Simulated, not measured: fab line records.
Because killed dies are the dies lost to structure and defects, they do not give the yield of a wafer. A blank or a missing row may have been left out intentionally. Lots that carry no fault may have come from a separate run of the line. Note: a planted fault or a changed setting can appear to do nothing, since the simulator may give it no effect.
Which tool did it? | flow berkeley cmos170 | Sampling: 6 lots, 18 wafers, 2 of 331 route steps

## WHAT THE GAUGES READ, wafer by wafer
UCB170_NLDD_TW_MEAS_11.
lot  | measured     | on            | NLDD_TW
L869 | day 8 04:10  | film metro-01 | 2209 2205 2208
L873 | day 9 06:21  | film metro-01 | 2101 2092 2100 2106 2103 2100
L880 | day 10 18:14 | film metro-01 | 2191 2199 2198
L883 | day 11 09:37 | film metro-03 | 2224 2221 2215
L886 | day 12 00:47 | film metro-01 | 2183 2187 2186
L887 | day 12 01:26 | film metro-03 | 2223 2210 2216

## WHAT TOOL EACH LOT RAN ON (gives the tool, then ch and the chambers of the sampled wafers, and finally the start)
lot  | UCB170_NLDD_IMPLANT_09
L869 | implanter-02 ch 0, day 8 03:55
L873 | implanter-02 ch 0, day 9 06:07
L880 | implanter-01 ch 0, day 10 17:59
L883 | implanter-03 ch 0, day 11 09:24
L886 | implanter-03 ch 0, day 12 00:33
L887 | implanter-03 ch 0, day 12 01:12
- UCB170_NLDD_IMPLANT_09

## THE ANSWER, worked out from the rows above alone
Rule: what is usual is taken from the lots themselves. The widest of any qualifying gaps counts: lots, ordered by their means at a reading, are off when they make up no more than a third of the lots, leave a main group of 4 or more, and stand apart from it by 3 or more times the standard deviation of that group's means. A main group is skipped when, at the precision printed for the reading in the tables above, its means are all equal. Also off: a lot with no number at a reading for which 4 or more lots have one. Any other lot the step has rows for is counted as sound.
Off: at UCB170_NLDD_TW_MEAS_11 (NLDD_TW), L873. The main group: mean 2205, standard deviation 13.
A tool fits if, at a process step before that reading, it ran every lot that is off, and no sound lot after the first of them. Those tools and the gauges at UCB170_NLDD_TW_MEAS_11 are tried in the same way. One fits: UCB170_NLDD_IMPLANT_09 on implanter-02. A fault onset in the window from L869 (day 8 03:55, its last sound lot) to L873 (day 9 06:07, its first lot off) fits.

## WHAT WAS PUT IN BY THE SIMULATOR
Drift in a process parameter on implanter-02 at UCB170_NLDD_IMPLANT_09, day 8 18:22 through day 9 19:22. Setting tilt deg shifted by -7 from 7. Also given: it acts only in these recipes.
Struck lots among those shown: L873. This agrees with what the rule above found.
